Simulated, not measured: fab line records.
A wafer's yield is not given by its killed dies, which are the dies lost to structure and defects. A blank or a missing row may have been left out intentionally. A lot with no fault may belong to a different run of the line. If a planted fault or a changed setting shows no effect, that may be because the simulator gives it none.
What tool caused it? / flow berkeley-cmos170 / 6 lots, 18 wafers sampled, at 6 steps of a route of 331

WHAT EACH GAUGE READ, for each wafer
UCB170_V1_CD_MEAS_90: target cd 700 nm.
lot=L362; measured=day 8 20:53; on=cd-sem-01; cd-nm (nm)=700.4 700.5 698.7
lot=L363; measured=day 9 20:19; on=cd-sem-01; cd-nm (nm)=701.7 701.5 700.6
lot=L367; measured=day 11 04:01; on=cd-sem-01; cd-nm (nm)=- - -
lot=L378; measured=day 13 06:18; on=cd-sem-02; cd-nm (nm)=699.1 698.8 696.9
lot=L380; measured=day 13 13:21; on=cd-sem-01; cd-nm (nm)=700.0 701.7 700.8
lot=L381; measured=day 14 01:01; on=cd-sem-02; cd-nm (nm)=701.3 698.8 699.3

WHAT TOOL EACH LOT RAN ON (gives the tool, then ch and the chambers of the sampled wafers, and finally the start)
lot=L362; UCB170_CONTACT_SOFTBAKE_05=litho-track-03 ch 0, day 8 12:10; UCB170_CONTACT_ETCH_17=rie-diel-02 ch 0,1,3, day 8 13:59; UCB170_M1_ETCH_11=rie-diel-01 ch 0,1,2, day 8 15:47; UCB170_V1_ETCH_14=rie-diel-03 ch 1,2,3, day 8 20:37; UCB170_V1_STRIP_15=plasma-asher-01 ch 0,1, day 8 20:47
lot=L363; UCB170_CONTACT_SOFTBAKE_05=litho-track-02 ch 0, day 9 11:25; UCB170_CONTACT_ETCH_17=rie-diel-03 ch 1,3, day 9 13:08; UCB170_M1_ETCH_11=rie-diel-01 ch 0,1, day 9 15:09; UCB170_V1_ETCH_14=rie-diel-03 ch 1,2, day 9 20:01; UCB170_V1_STRIP_15=plasma-asher-01 ch 0, day 9 20:11
lot=L367; UCB170_CONTACT_SOFTBAKE_05=litho-track-04 ch 0, day 10 20:07; UCB170_CONTACT_ETCH_17=rie-diel-03 ch 1,2,3, day 10 21:43; UCB170_M1_ETCH_11=rie-diel-03 ch 0,2,3, day 10 23:38; UCB170_V1_ETCH_14=rie-diel-03 ch 0,1,3, day 11 03:43; UCB170_V1_STRIP_15=plasma-asher-01 ch 0,1, day 11 03:54
lot=L378; UCB170_CONTACT_SOFTBAKE_05=litho-track-02 ch 0, day 12 21:34; UCB170_CONTACT_ETCH_17=rie-diel-02 ch 0,2,3, day 12 23:32; UCB170_M1_ETCH_11=rie-diel-01 ch 1,2,3, day 13 01:30; UCB170_V1_ETCH_14=rie-diel-03 ch 0,1,3, day 13 05:59; UCB170_V1_STRIP_15=plasma-asher-02 ch 0,1, day 13 06:10
lot=L380; UCB170_CONTACT_SOFTBAKE_05=litho-track-02 ch 0, day 13 03:03; UCB170_CONTACT_ETCH_17=rie-diel-04 ch 0,3, day 13 04:35; UCB170_M1_ETCH_11=rie-diel-03 ch 1,2, day 13 07:14; UCB170_V1_ETCH_14=rie-diel-02 ch 1,2, day 13 13:03; UCB170_V1_STRIP_15=plasma-asher-02 ch 0,1, day 13 13:14
lot=L381; UCB170_CONTACT_SOFTBAKE_05=litho-track-02 ch 0, day 13 14:14; UCB170_CONTACT_ETCH_17=rie-diel-03 ch 0,1,2, day 13 16:52; UCB170_M1_ETCH_11=rie-diel-01 ch 1,2,3, day 13 19:53; UCB170_V1_ETCH_14=rie-diel-02 ch 0,1, day 14 00:44; UCB170_V1_STRIP_15=plasma-asher-03 ch 0,1, day 14 00:55
- UCB170_CONTACT_SOFTBAKE_05: time 61.76 s.
- UCB170_CONTACT_ETCH_17: etches BARC in N2/H2.
- UCB170_M1_ETCH_11: etches BARC in N2/H2.
- UCB170_V1_ETCH_14: etches SiO2 in CHF3/CF4/Ar, stops on Al, target depth 1250 nm, time 291 s.
- UCB170_V1_STRIP_15: strips in O2.

THE ANSWER, worked out from the rows above alone
Rule: the usual values come from the lots themselves. The widest of any qualifying gaps counts: lots, ordered by their means at a reading, are off when they make up no more than a third of the lots, leave a main group of 4 or more, and stand apart from it by 3 or more times the standard deviation of that group's means. The tables above print the reading to a certain number of digits; a main group whose means all agree to those digits is not used. A lot without any number at a reading at which 4 lots or more have one is off too. Where the step has rows for the other lots, those lots are counted as sound.
Off at UCB170_V1_CD_MEAS_90 (cd-nm): L367. Without a number there: L367. Mean 700.0 nm and standard deviation 1 in the main group.
If a tool, at a process step before that reading, ran all the lots that are off and no sound lot after the first of them, it fits. Those tools and the gauges at UCB170_V1_CD_MEAS_90 are tried in the same way. This does not decide it: 2 tools fit, namely litho-track-04 at UCB170_CONTACT_SOFTBAKE_05 and plasma-asher-01 at UCB170_V1_STRIP_15.

WHAT THE SIMULATOR HAD INSERTED
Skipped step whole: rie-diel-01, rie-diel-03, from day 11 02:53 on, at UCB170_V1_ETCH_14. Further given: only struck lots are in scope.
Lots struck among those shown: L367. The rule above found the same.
